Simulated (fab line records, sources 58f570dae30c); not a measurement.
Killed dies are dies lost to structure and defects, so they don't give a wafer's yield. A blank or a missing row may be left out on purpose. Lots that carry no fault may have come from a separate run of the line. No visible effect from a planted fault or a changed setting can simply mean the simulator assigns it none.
Which of the tools did it?	flow berkeley cmos170	Sampling: 7 lots, 21 wafers, 3 of 331 route steps

WHAT EACH GAUGE READ, for each wafer
UCB170_PLDD_TW_MEAS_11.
lot	measured	on	PLDD_TW
L677	day 8 00:40	film metro-03	1011 1009 1017
L676	day 8 00:23	film metro-02	1014 1006 1010
L681	day 8 04:14	film metro-01	995 991 995
L687	day 9 14:13	film metro-01	998 1002 1002
L689	day 10 00:11	film metro-02	1106 1110 1103
L694	day 10 15:44	film metro-01	991 993 986
L698	day 11 17:31	film metro-03	1010 1007 1010

EACH LOT AND THE TOOL THAT RAN IT (in order: tool; ch and the chambers of the sampled wafers; start)
lot	UCB170_PWELL_STRIP_16	UCB170_PLDD_IMPLANT_08
L677	plasma asher-04 ch 0,1, day 4 01:56	implanter-04 ch 0, day 8 00:17
L676	plasma asher-04 ch 0,1, day 4 02:24	implanter-03 ch 0, day 7 23:59
L681	plasma asher-04 ch 0,1, day 4 15:37	implanter-01 ch 0, day 8 03:52
L687	plasma asher-02 ch 0,1, day 5 21:46	implanter-01 ch 0, day 9 13:49
L689	plasma asher-03 ch 0,1, day 6 05:31	implanter-01 ch 0, day 9 23:49
L694	plasma asher-04 ch 0,1, day 7 03:30	implanter-03 ch 0, day 10 15:22
L698	plasma asher-03 ch 0,1, day 8 03:13	implanter-03 ch 0, day 11 17:09
- UCB170_PWELL_STRIP_16: strips in O2.
- UCB170_PLDD_IMPLANT_08

THE ANSWER, worked out from the rows above alone
Rule: the usual values come from the lots themselves. The widest of any qualifying gaps counts: lots, ordered by their means at a reading, are off when they make up no more than a third of the lots, leave a main group of 4 or more, and stand apart from it by 3 or more times the standard deviation of that group's means. Not used: any main group whose means are identical at the precision the tables above print for the reading. A lot without any number at a reading at which 4 lots or more have one is off too. Any other lot the step has rows for is counted as sound.
Off: L689, seen at UCB170_PLDD_TW_MEAS_11 (PLDD_TW). Main group: mean 1003, sd 8.5.
If a tool, at a process step before that reading, ran all the lots that are off and no sound lot after the first of them, it fits. Gauges at UCB170_PLDD_TW_MEAS_11: tried the same way as those tools. This does not decide it: 2 tools fit, namely implanter-01 at UCB170_PLDD_IMPLANT_08 and film metro-02 at UCB170_PLDD_TW_MEAS_11.

WHAT THE SIMULATOR PUT IN
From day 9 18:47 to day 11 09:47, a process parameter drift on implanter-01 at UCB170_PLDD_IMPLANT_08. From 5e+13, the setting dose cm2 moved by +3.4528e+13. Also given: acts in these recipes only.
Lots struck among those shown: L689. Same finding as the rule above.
